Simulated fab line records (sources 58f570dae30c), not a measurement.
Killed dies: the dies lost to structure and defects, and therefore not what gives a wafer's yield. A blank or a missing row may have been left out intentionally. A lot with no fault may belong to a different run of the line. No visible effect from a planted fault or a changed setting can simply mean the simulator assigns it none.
Which tool did it? || flow berkeley cmos170 || 14 lots, 42 wafers sampled, at 6 steps of a route of 331

== WHAT EACH GAUGE READ, for each wafer ==
UCB170_FIELD_THK_MEAS_02.
{"lot": "L845", "measured": "day 5 13:09", "on": "film metro-02", "FIELD_OXIDE_THK (nm)": "563 563 561"}
{"lot": "L842", "measured": "day 5 13:10", "on": "film metro-01", "FIELD_OXIDE_THK (nm)": "554 551 539"}
{"lot": "L844", "measured": "day 5 13:10", "on": "film metro-03", "FIELD_OXIDE_THK (nm)": "566 559 565"}
{"lot": "L846", "measured": "day 6 09:53", "on": "film metro-02", "FIELD_OXIDE_THK (nm)": "553 556 556"}
{"lot": "L847", "measured": "day 6 09:53", "on": "film metro-03", "FIELD_OXIDE_THK (nm)": "542 544 546"}
{"lot": "L848", "measured": "day 6 18:46", "on": "film metro-03", "FIELD_OXIDE_THK (nm)": "571 568 569"}
{"lot": "L850", "measured": "day 7 01:31", "on": "film metro-03", "FIELD_OXIDE_THK (nm)": "539 539 542"}
{"lot": "L851", "measured": "day 7 10:59", "on": "film metro-01", "FIELD_OXIDE_THK (nm)": "561 567 565"}
{"lot": "L852", "measured": "day 7 11:00", "on": "film metro-02", "FIELD_OXIDE_THK (nm)": "563 562 561"}
{"lot": "L856", "measured": "day 8 21:26", "on": "film metro-02", "FIELD_OXIDE_THK (nm)": "557 557 553"}
{"lot": "L860", "measured": "day 9 17:52", "on": "film metro-02", "FIELD_OXIDE_THK (nm)": "553 545 549"}
{"lot": "L862", "measured": "day 10 00:43", "on": "film metro-01", "FIELD_OXIDE_THK (nm)": "569 569 572"}
{"lot": "L861", "measured": "day 10 00:46", "on": "film metro-02", "FIELD_OXIDE_THK (nm)": "575 567 575"}
{"lot": "L864", "measured": "day 10 08:55", "on": "film metro-02", "FIELD_OXIDE_THK (nm)": "565 561 570"}

UCB170_SACOX_THK_MEAS_02.
{"lot": "L845", "measured": "day 6 11:07", "on": "film metro-04", "SACOX_OXIDE_THK (nm)": "14.63 14.39 14.39"}
{"lot": "L842", "measured": "day 6 11:07", "on": "film metro-03", "SACOX_OXIDE_THK (nm)": "14.43 14.46 14.45"}
{"lot": "L844", "measured": "day 6 11:11", "on": "film metro-04", "SACOX_OXIDE_THK (nm)": "14.33 14.50 14.29"}
{"lot": "L846", "measured": "day 7 01:04", "on": "film metro-02", "SACOX_OXIDE_THK (nm)": "14.69 14.60 14.41"}
{"lot": "L847", "measured": "day 7 01:04", "on": "film metro-04", "SACOX_OXIDE_THK (nm)": "14.52 14.36 14.36"}
{"lot": "L848", "measured": "day 7 11:12", "on": "film metro-02", "SACOX_OXIDE_THK (nm)": "14.04 14.17 14.06"}
{"lot": "L850", "measured": "day 7 19:14", "on": "film metro-02", "SACOX_OXIDE_THK (nm)": "14.22 14.69 14.58"}
{"lot": "L851", "measured": "day 8 05:31", "on": "film metro-02", "SACOX_OXIDE_THK (nm)": "14.14 14.40 14.20"}
{"lot": "L852", "measured": "day 8 05:32", "on": "film metro-03", "SACOX_OXIDE_THK (nm)": "13.89 14.34 13.71"}
{"lot": "L856", "measured": "day 9 13:31", "on": "film metro-04", "SACOX_OXIDE_THK (nm)": "14.34 14.42 14.27"}
{"lot": "L860", "measured": "day 10 10:32", "on": "film metro-02", "SACOX_OXIDE_THK (nm)": "14.60 14.76 14.74"}
{"lot": "L862", "measured": "day 10 16:11", "on": "film metro-04", "SACOX_OXIDE_THK (nm)": "14.53 14.59 14.26"}
{"lot": "L861", "measured": "day 10 16:14", "on": "film metro-04", "SACOX_OXIDE_THK (nm)": "14.72 14.87 14.76"}
{"lot": "L864", "measured": "day 11 01:25", "on": "film metro-02", "SACOX_OXIDE_THK (nm)": "14.21 13.89 14.07"}

UCB170_GATE_OVL_MEAS_13.
{"lot": "L845", "measured": "day 7 18:12", "on": "overlay-01", "GATE_OVL (nm)": "7 5 5"}
{"lot": "L842", "measured": "day 7 18:27", "on": "overlay-02", "GATE_OVL (nm)": "5 3 4"}
{"lot": "L844", "measured": "day 7 18:46", "on": "overlay-01", "GATE_OVL (nm)": "9 2 2"}
{"lot": "L846", "measured": "day 8 13:54", "on": "overlay-02", "GATE_OVL (nm)": "3 -3 6"}
{"lot": "L847", "measured": "day 8 13:53", "on": "overlay-01", "GATE_OVL (nm)": "1 -1 -3"}
{"lot": "L848", "measured": "day 9 00:14", "on": "overlay-01", "GATE_OVL (nm)": "2 5 6"}
{"lot": "L850", "measured": "day 9 07:17", "on": "overlay-01", "GATE_OVL (nm)": "7 3 7"}
{"lot": "L851", "measured": "day 9 18:10", "on": "overlay-01", "GATE_OVL (nm)": "-5 3 5"}
{"lot": "L852", "measured": "day 9 18:27", "on": "overlay-02", "GATE_OVL (nm)": "3 0 1"}
{"lot": "L856", "measured": "day 10 23:58", "on": "overlay-01", "GATE_OVL (nm)": "6 8 0"}
{"lot": "L860", "measured": "day 11 16:21", "on": "overlay-02", "GATE_OVL (nm)": "9 10 7"}
{"lot": "L862", "measured": "day 12 04:06", "on": "overlay-02", "GATE_OVL (nm)": "0 1 -2"}
{"lot": "L861", "measured": "day 12 04:19", "on": "overlay-02", "GATE_OVL (nm)": "14 0 2"}
{"lot": "L864", "measured": "day 12 13:10", "on": "overlay-01", "GATE_OVL (nm)": "7 12 4"}

UCB170_NLDD_TW_MEAS_11.
{"lot": "L845", "measured": "day 8 00:20", "on": "film metro-04", "NLDD_TW": "2249 2245 2247"}
{"lot": "L842", "measured": "day 8 00:13", "on": "film metro-03", "NLDD_TW": "2212 2214 2212"}
{"lot": "L844", "measured": "day 8 00:02", "on": "film metro-01", "NLDD_TW": "2188 2190 2180"}
{"lot": "L846", "measured": "day 8 18:09", "on": "film metro-01", "NLDD_TW": "2182 2193 2178"}
{"lot": "L847", "measured": "day 8 18:20", "on": "film metro-03", "NLDD_TW": "2211 2223 2210"}
{"lot": "L848", "measured": "day 9 04:17", "on": "film metro-01", "NLDD_TW": "2197 2204 2201"}
{"lot": "L850", "measured": "day 9 12:22", "on": "film metro-04", "NLDD_TW": "2229 2234 2239"}
{"lot": "L851", "measured": "day 9 21:58", "on": "film metro-03", "NLDD_TW": "2224 2216 2218"}
{"lot": "L852", "measured": "day 9 22:16", "on": "film metro-04", "NLDD_TW": "2236 2242 2236"}
{"lot": "L856", "measured": "day 11 04:01", "on": "film metro-04", "NLDD_TW": "2392 2384 2394"}
{"lot": "L860", "measured": "day 11 20:19", "on": "film metro-04", "NLDD_TW": "2385 2383 2381"}
{"lot": "L862", "measured": "day 12 08:48", "on": "film metro-01", "NLDD_TW": "2192 2188 2204"}
{"lot": "L861", "measured": "day 12 08:51", "on": "film metro-04", "NLDD_TW": "2258 2251 2253"}
{"lot": "L864", "measured": "day 12 18:16", "on": "film metro-04", "NLDD_TW": "2233 2239 2244"}

UCB170_SDANNEAL_RS_MEAS_05: measurement is done with a four-point probe.
{"lot": "L845", "measured": "day 8 15:05", "on": "film metro-04", "NLDD_RS (ohm/sq)": "614.2 615.5 615.9"}
{"lot": "L842", "measured": "day 8 14:35", "on": "film metro-01", "NLDD_RS (ohm/sq)": "617.9 618.9 617.1"}
{"lot": "L844", "measured": "day 8 14:17", "on": "film metro-04", "NLDD_RS (ohm/sq)": "615.4 615.2 616.0"}
{"lot": "L846", "measured": "day 9 11:47", "on": "film metro-04", "NLDD_RS (ohm/sq)": "615.0 616.5 615.5"}
{"lot": "L847", "measured": "day 9 12:17", "on": "film metro-03", "NLDD_RS (ohm/sq)": "618.3 617.3 617.6"}
{"lot": "L848", "measured": "day 9 15:22", "on": "film metro-03", "NLDD_RS (ohm/sq)": "617.5 619.1 617.6"}
{"lot": "L850", "measured": "day 9 23:03", "on": "film metro-01", "NLDD_RS (ohm/sq)": "619.0 618.8 618.8"}
{"lot": "L851", "measured": "day 10 11:23", "on": "film metro-01", "NLDD_RS (ohm/sq)": "618.2 617.9 619.3"}
{"lot": "L852", "measured": "day 10 11:04", "on": "film metro-04", "NLDD_RS (ohm/sq)": "619.5 618.7 617.7"}
{"lot": "L856", "measured": "day 11 17:38", "on": "film metro-04", "NLDD_RS (ohm/sq)": "536.4 537.9 537.1"}
{"lot": "L860", "measured": "day 12 07:57", "on": "film metro-04", "NLDD_RS (ohm/sq)": "536.1 536.8 537.4"}
{"lot": "L862", "measured": "day 12 21:05", "on": "film metro-03", "NLDD_RS (ohm/sq)": "616.6 616.1 616.2"}
{"lot": "L861", "measured": "day 12 21:28", "on": "film metro-01", "NLDD_RS (ohm/sq)": "614.7 616.0 615.9"}
{"lot": "L864", "measured": "day 13 06:53", "on": "film metro-04", "NLDD_RS (ohm/sq)": "618.0 617.5 616.5"}

== WHAT TOOL EACH LOT RAN ON (gives the tool, then ch and the chambers of the sampled wafers, and finally the start) ==
{"lot": "L845", "UCB170_NLDD_IMPLANT_08": "implanter-04 ch 0, day 7 23:56"}
{"lot": "L842", "UCB170_NLDD_IMPLANT_08": "implanter-03 ch 0, day 7 23:50"}
{"lot": "L844", "UCB170_NLDD_IMPLANT_08": "implanter-02 ch 0, day 7 23:40"}
{"lot": "L846", "UCB170_NLDD_IMPLANT_08": "implanter-03 ch 0, day 8 17:45"}
{"lot": "L847", "UCB170_NLDD_IMPLANT_08": "implanter-02 ch 0, day 8 17:56"}
{"lot": "L848", "UCB170_NLDD_IMPLANT_08": "implanter-04 ch 0, day 9 03:53"}
{"lot": "L850", "UCB170_NLDD_IMPLANT_08": "implanter-03 ch 0, day 9 11:58"}
{"lot": "L851", "UCB170_NLDD_IMPLANT_08": "implanter-04 ch 0, day 9 21:34"}
{"lot": "L852", "UCB170_NLDD_IMPLANT_08": "implanter-03 ch 0, day 9 21:53"}
{"lot": "L856", "UCB170_NLDD_IMPLANT_08": "implanter-04 ch 0, day 11 03:37"}
{"lot": "L860", "UCB170_NLDD_IMPLANT_08": "implanter-04 ch 0, day 11 19:55"}
{"lot": "L862", "UCB170_NLDD_IMPLANT_08": "implanter-02 ch 0, day 12 08:25"}
{"lot": "L861", "UCB170_NLDD_IMPLANT_08": "implanter-03 ch 0, day 12 08:28"}
{"lot": "L864", "UCB170_NLDD_IMPLANT_08": "implanter-02 ch 0, day 12 17:55"}
- UCB170_NLDD_IMPLANT_08

== AS READ BY THE TOOLS THEMSELVES (means over the sampled wafers that have a number; for cases with no such wafer, the mark the record gives instead) ==
UCB170_NLDD_IMPLANT_08.
{"lot": "L845", "tool": "implanter-04", "dose ions cm2": 5e+13, "faraday current uA": 156}
{"lot": "L842", "tool": "implanter-03", "dose ions cm2": 5e+13, "faraday current uA": 157}
{"lot": "L844", "tool": "implanter-02", "dose ions cm2": 5e+13, "faraday current uA": 160}
{"lot": "L846", "tool": "implanter-03", "dose ions cm2": 5e+13, "faraday current uA": 158}
{"lot": "L847", "tool": "implanter-02", "dose ions cm2": 5e+13, "faraday current uA": 162}
{"lot": "L848", "tool": "implanter-04", "dose ions cm2": 5e+13, "faraday current uA": 161}
{"lot": "L850", "tool": "implanter-03", "dose ions cm2": 5e+13, "faraday current uA": 159}
{"lot": "L851", "tool": "implanter-04", "dose ions cm2": 5e+13, "faraday current uA": 160}
{"lot": "L852", "tool": "implanter-03", "dose ions cm2": 5e+13, "faraday current uA": 156}
{"lot": "L856", "tool": "implanter-04", "dose ions cm2": 7e+13, "faraday current uA": 230}
{"lot": "L860", "tool": "implanter-04", "dose ions cm2": 7e+13, "faraday current uA": 227}
{"lot": "L862", "tool": "implanter-02", "dose ions cm2": 5e+13, "faraday current uA": 158}
{"lot": "L861", "tool": "implanter-03", "dose ions cm2": 5e+13, "faraday current uA": 159}
{"lot": "L864", "tool": "implanter-02", "dose ions cm2": 5e+13, "faraday current uA": 160}

== THE ANSWER, worked out from the rows above alone ==
Rule: usual is defined by the lots themselves. Put in order of their means at a reading, lots are off if they are a third of the lots or fewer, leave a main group of 4 or more, and stand apart from it by a gap of 3 or more times the standard deviation of the main group's means; of several such gaps the widest counts. If all means in a main group match to the digits the tables above print for the reading, that group is not used. Also off: a lot with no number at a reading for which 4 or more lots have one. All remaining lots with rows at the step are treated as sound. The gauges are gone through in route order, then the tools' own readings, and for those a lot's mean is taken as printed above. At the first step where some lot is off, the reading lying furthest off is the one used; lots without a number count as furthest.
Off: L856, L860, seen at UCB170_NLDD_TW_MEAS_11 (NLDD_TW). For the main group the mean is 2219 and the standard deviation 23.
A tool fits if, at a process step before that reading, it ran every lot that is off, and no sound lot after the first of them. Not tried: the gauges at UCB170_NLDD_TW_MEAS_11; whatever is off there is also off at UCB170_NLDD_IMPLANT_08, on other tools, and gauge error can't account for it. One fits: UCB170_NLDD_IMPLANT_08 on implanter-04. Its last sound lot is L851 (day 9 21:34), its first lot that is off L856 (day 11 03:37): a fault that began between those two fits.
The tool's own readings at UCB170_NLDD_IMPLANT_08 bear it out: on the lots that are off they differ by more than 5 times the standard deviation of the sound lots' means. dose ions cm2 reads 7e+13 there against 5e+13 on the sound lots; faraday current uA reads 228 there against 159 on the sound lots.

== WHAT THE SIMULATOR PUT IN ==
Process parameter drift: implanter-04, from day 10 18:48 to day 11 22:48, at UCB170_NLDD_IMPLANT_08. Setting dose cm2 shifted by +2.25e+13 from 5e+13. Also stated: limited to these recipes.
Lots struck among those shown: L856, L860. Same finding as the rule above.
